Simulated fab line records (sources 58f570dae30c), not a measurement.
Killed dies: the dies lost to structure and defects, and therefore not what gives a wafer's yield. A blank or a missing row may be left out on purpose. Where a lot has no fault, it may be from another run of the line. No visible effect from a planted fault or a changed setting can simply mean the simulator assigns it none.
Which tool was responsible? | flow berkeley-cmos170 | 12 lots, 36 wafers sampled, at 3 steps of a route of 331

## WHAT EACH GAUGE READ, for each wafer
UCB170_GATE_OVL_MEAS_13.
lot  | measured     | on         | GATE_OVL (nm)
L382 | day 7 06:32  | overlay-01 | -4 4 3
L383 | day 7 07:00  | overlay-01 | 2 0 4
L384 | day 7 19:53  | overlay-02 | -5 1 3
L386 | day 7 20:04  | overlay-01 | -10 -13 -4
L388 | day 8 17:10  | overlay-02 | -1 3 -2
L394 | day 9 23:29  | overlay-02 | -4 -3 -2
L395 | day 9 23:37  | overlay-01 | -3 0 1
L400 | day 10 13:02 | overlay-01 | 6 -7 -1
L399 | day 10 13:33 | overlay-01 | 10 1 -5
L401 | day 10 21:23 | overlay-02 | -9 -11 0
L402 | day 11 11:23 | overlay-01 | -5 -13 -7
L404 | day 11 11:38 | overlay-02 | -1 -5 2

UCB170_V1_BOW_MEAS_03.
lot  | measured     | on            | V1_BOW (um)
L382 | day 8 15:22  | film-metro-04 | 23 17 30
L383 | day 8 12:41  | film-metro-02 | 16 28 5
L384 | day 8 22:28  | film-metro-01 | 15 16 23
L386 | day 8 21:08  | film-metro-04 | 18 21 5
L388 | day 9 20:19  | film-metro-02 | 17 13 15
L394 | day 11 01:48 | film-metro-02 | 12 5 6
L395 | day 11 03:05 | film-metro-02 | 30 8 21
L400 | day 11 14:17 | film-metro-01 | 28 30 24
L399 | day 11 15:58 | film-metro-01 | 8 16 15
L401 | day 11 23:41 | film-metro-01 | 18 18 12
L402 | day 12 11:07 | film-metro-01 | 12 19 10
L404 | day 12 12:46 | film-metro-01 | 18 17 14

UCB170_V1_OVL_MEAS_13.
lot  | measured     | on         | V1_OVL (nm)
L382 | day 8 17:02  | overlay-02 | -5 -5 -7
L383 | day 8 14:28  | overlay-01 | -3 4 15
L384 | day 9 02:48  | overlay-02 | 3 2 9
L386 | day 8 22:44  | overlay-01 | -4 -4 0
L388 | day 10 00:48 | overlay-02 | 2 -3 5
L394 | day 11 03:46 | overlay-01 | -7 -2 3
L395 | day 11 05:26 | overlay-02 | -2 -1 -10
L400 | day 11 15:35 | overlay-02 | 3 0 2
L399 | day 11 17:21 | overlay-02 | 4 -8 -6
L401 | day 12 01:10 | overlay-02 | 5 -8 -6
L402 | day 12 12:34 | overlay-02 | -4 -1 11
L404 | day 12 14:17 | overlay-02 | -10 -9 -2

## WHICH TOOL RAN EACH LOT (tool, then ch and the chambers of the sampled wafers, then the start)
Record: no process step prior to these readings.

## WHAT THE TOOLS THEMSELVES READ (means of the sampled wafers that have a number; where no wafer has one, the mark that the record gives instead)
The record holds no such reading with a usual standard deviation.

## THE ANSWER, worked out from the rows above alone
Rule: what is usual is taken from the lots themselves. The widest of any qualifying gaps counts: lots, ordered by their means at a reading, are off when they make up no more than a third of the lots, leave a main group of 4 or more, and stand apart from it by 3 or more times the standard deviation of that group's means. The tables above print the reading to a certain number of digits; a main group whose means all agree to those digits is not used. A lot without any number at a reading at which 4 lots or more have one is off too. Where the step has rows for the other lots, those lots are counted as sound. After the gauges, taken in route order, come the tools' own readings; for these a lot's mean is taken, as printed above. At the first step where some lot is off, the reading lying furthest off is the one used; lots without a number count as furthest.
No lot is off at any reading shown: from this, nothing can be told.

## WHAT THE SIMULATOR HAD PUT IN
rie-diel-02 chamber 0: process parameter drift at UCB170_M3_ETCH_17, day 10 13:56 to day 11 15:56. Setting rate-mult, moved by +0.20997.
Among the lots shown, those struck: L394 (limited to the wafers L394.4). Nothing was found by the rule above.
